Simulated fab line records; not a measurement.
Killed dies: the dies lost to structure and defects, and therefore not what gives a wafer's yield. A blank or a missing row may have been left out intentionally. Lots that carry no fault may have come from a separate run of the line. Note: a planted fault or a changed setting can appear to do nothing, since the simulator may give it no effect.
8D (eight disciplines) problem report, filled in by code	flow rit-cmos	the parts of the form that need people (team, actions taken, sign-off) are left out

== 1. THE PROBLEM ==
PRETRO_OVL at RIT_PRETRO_OVL_MEAS_06 reads a mean of 130.4 nm on 6 wafers of 2 lots; wafers without a fault read -0.1 nm with a standard deviation of 1.4. Measured from the usual mean, that is +93 standard deviations.
Seen first at day 4 21:16 on overlay-01, wafer L362.1. The record holds 42 wafers of 14 lots with a number at this step. Rule for "out" (also "out of limits"): further than 4 standard deviations from the usual mean. All remaining wafers that have a number are taken as sound.

== 2. WHAT IT IS AND WHAT IT IS NOT ==
question	is	is not
which readings at this step	PRETRO_OVL	-
which lots	L362, L363	L350, L351, L352, L353, L354, L355, L356, L357, L366, L370, L372, L373
which wafers of those lots	all that have a number	-
read on which gauges	overlay-01, overlay-02	-
when	from day 4 21:16	up to then (24 sound wafers); but 12 sound wafers of L366, L370, L372, L373 came after

== 3. WHAT RULES OUT EACH SUSPECT ==
Counting: a tool at any process step up to the reading remains a suspect when it ran all the lots that are out and ran no sound lot after the first of those.
- the gauge at RIT_PRETRO_OVL_MEAS_06: ruled out. Those wafers that are out were read across 2 gauges (overlay-01, overlay-02).
- iline-stepper-02 at RIT_PRETRO_EXPOSE_03 (exposes mask M5, target cd 43700 nm): kept. Every lot that is out went through it, starting with L362 (day 4 20:48), and after that it ran no sound lot; the last sound lot it ran before then is L353 (day 3 02:46).
After counting, what remains is iline-stepper-02 at RIT_PRETRO_EXPOSE_03.

== 4. THE CAUSE (what the simulator had put in) ==
Scanner matching overlay: iline-stepper-02, from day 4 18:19 on, at RIT_PRETRO_EXPOSE_03. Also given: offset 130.
Counting left only this tool.

== 5. THE CHAIN OF EFFECTS, in route order ==
Each row: a reading where the mean over the struck wafers with a number is more than 3 standard deviations away from the usual. Scope: only readings with a usual standard deviation given in the record; hours: median across lots of the time from each lot's start at the first step in this table that gives one to its start at this step; sigmas: change in usual standard deviations.
hours	step	reading	usual	on struck wafers	change	sigmas
0	RIT_PRETRO_OVL_MEAS_06	PRETRO_OVL	-0.1 nm	130.4	+130.5	+93

== 6. WHAT WOULD HAVE CAUGHT IT SOONER ==
In this record the first reading out of limits at a measuring or inspecting step was taken at day 4 21:16, 3 hours after the fault began at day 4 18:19.
Among the 2 lots that are out, L363 began RIT_PRETRO_EXPOSE_03 on iline-stepper-02 after day 4 21:16. Putting the tool on hold at that point would have spared it.
